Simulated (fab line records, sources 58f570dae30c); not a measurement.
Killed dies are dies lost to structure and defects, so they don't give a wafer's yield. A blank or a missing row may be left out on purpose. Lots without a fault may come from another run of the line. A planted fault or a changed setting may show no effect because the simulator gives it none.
Split-lot experiment | flow berkeley_cmos170 | 5 lots, 23 wafers read, on a route of 331 steps

THE SPLIT
At UCB170_SILICIDE_SPUTTER_01 (material Ti, target thk 30 nm, time 25 s), the setting power_w was moved away from the recipe's 1500 W on 11 of the 23 wafers read, by -10.3% to +8.9%. The other wafers ran this setting at the recipe's value.

FROM THE SPLIT TO THE READING: what the file shows between them, 1 step
- UCB170_SILICIDE_RS_MEAS_02: measures by four-point-probe

THE READING
SILICIDE_TI_THK, in nm, at UCB170_SILICIDE_THK_MEAS_03 (measures by xrf). Fault-free wafers of this fab line usually give 30.1 nm, standard deviation 0.32 nm.

wafer  | tool, chamber at the split | power_w as run, W | against the recipe | SILICIDE_TI_THK, nm | against lot-mates on the recipe
L076.1 | pvd_sputter-03, -          | 1500              | recipe             | 29.7                | -
L076.5 | pvd_sputter-03, -          | 1500              | recipe             | 29.8                | -
L076.6 | pvd_sputter-03, -          | 1500              | recipe             | 29.8                | -
L080.1 | pvd_sputter-03, -          | 1500              | recipe             | 30.1                | -
L080.2 | pvd_sputter-03, -          | 1500              | recipe             | 30.0                | -
L080.3 | pvd_sputter-03, -          | 1346              | -10.3%             | 26.9                | -3.2
L080.4 | pvd_sputter-03, -          | 1346              | -10.3%             | 26.5                | -3.6
L080.5 | pvd_sputter-03, -          | 1346              | -10.3%             | 26.7                | -3.4
L082.1 | pvd_sputter-03, -          | 1634              | +8.9%              | 32.8                | +2.7
L082.2 | pvd_sputter-03, -          | 1500              | recipe             | 30.0                | -
L082.4 | pvd_sputter-03, -          | 1500              | recipe             | 30.1                | -
L082.5 | pvd_sputter-03, -          | 1634              | +8.9%              | 32.6                | +2.6
L082.6 | pvd_sputter-03, -          | 1634              | +8.9%              | 32.7                | +2.7
L081.2 | pvd_sputter-02, -          | 1410              | -6.0%              | 27.9                | -2.1
L081.3 | pvd_sputter-02, -          | 1500              | recipe             | 29.9                | -
L081.4 | pvd_sputter-02, -          | 1500              | recipe             | 30.2                | -
L081.5 | pvd_sputter-02, -          | 1500              | recipe             | 30.0                | -
L081.6 | pvd_sputter-02, -          | 1410              | -6.0%              | 27.9                | -2.1
L085.1 | pvd_sputter-03, -          | 1414              | -5.7%              | 27.5                | -2.1
L085.2 | pvd_sputter-03, -          | 1500              | recipe             | 29.6                | -
L085.4 | pvd_sputter-03, -          | 1500              | recipe             | 29.5                | -
L085.5 | pvd_sputter-03, -          | 1414              | -5.7%              | 27.7                | -1.9
L085.6 | pvd_sputter-03, -          | 1414              | -5.7%              | 27.6                | -1.9

THE FIT
A straight line over all 23 wafers: SILICIDE_TI_THK changes by +0.324 nm for each +1% of power_w; r = +0.99; the points scatter about the line by 0.24 nm.
The same after taking each lot's own level away (the mean of its wafers on the recipe; 23 wafers): +0.318 nm for each +1%; r = +1.00; scatter 0.13 nm.
On that fit, the largest move of power_w shifts the reading by 3.3 nm.
The lots' own levels span 29.55 to 30.05 nm, that is 1.6 times the standard deviation above.
So the lot-to-lot level changes the slope little: the two slopes agree.
Check: with one of the wafers moved furthest among these (-10.3%) left out of the fit, the line predicts -3.37 nm for it against its lot-mates. It came out at -3.15 nm against them.

OTHER SPLITS ON THESE WAFERS
These wafers also went through other splits before the reading. Each is held against what the fit with the lots' levels taken away leaves over:
other split on the same wafers | wafers away from the commonest value | r with SILICIDE_TI_THK (lot level and that fit taken away)
UCB170_NSD_PEB_04 peb_temp_c   | 8                                    | +0.02

THE WHOLE CHAIN: every reading that the file lists as answering this split, in the file's order
step                        | what it does                             | reading                                                                           | change (the file's fit)               | r (the file's)
UCB170_SILICIDE_SPUTTER_01  | material Ti, target thk 30 nm, time 25 s | Ti_of_SILICIDE_SPUTTER_01.thk_nm (the simulator's own value, which no gauge read) | +0.317 nm for each +1% of the setting | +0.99
UCB170_SILICIDE_RS_MEAS_02  | measures by four-point-probe             | SILICIDE_TI_RS                                                                    | -0.344 for each +1% of the setting    | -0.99
UCB170_SILICIDE_THK_MEAS_03 | measures by xrf                          | SILICIDE_TI_THK                                                                   | +0.322 for each +1% of the setting    | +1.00

THE FILE'S OWN FIT
SILICIDE_TI_THK changes by +0.322 nm for each +1% of power_w, r = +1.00.
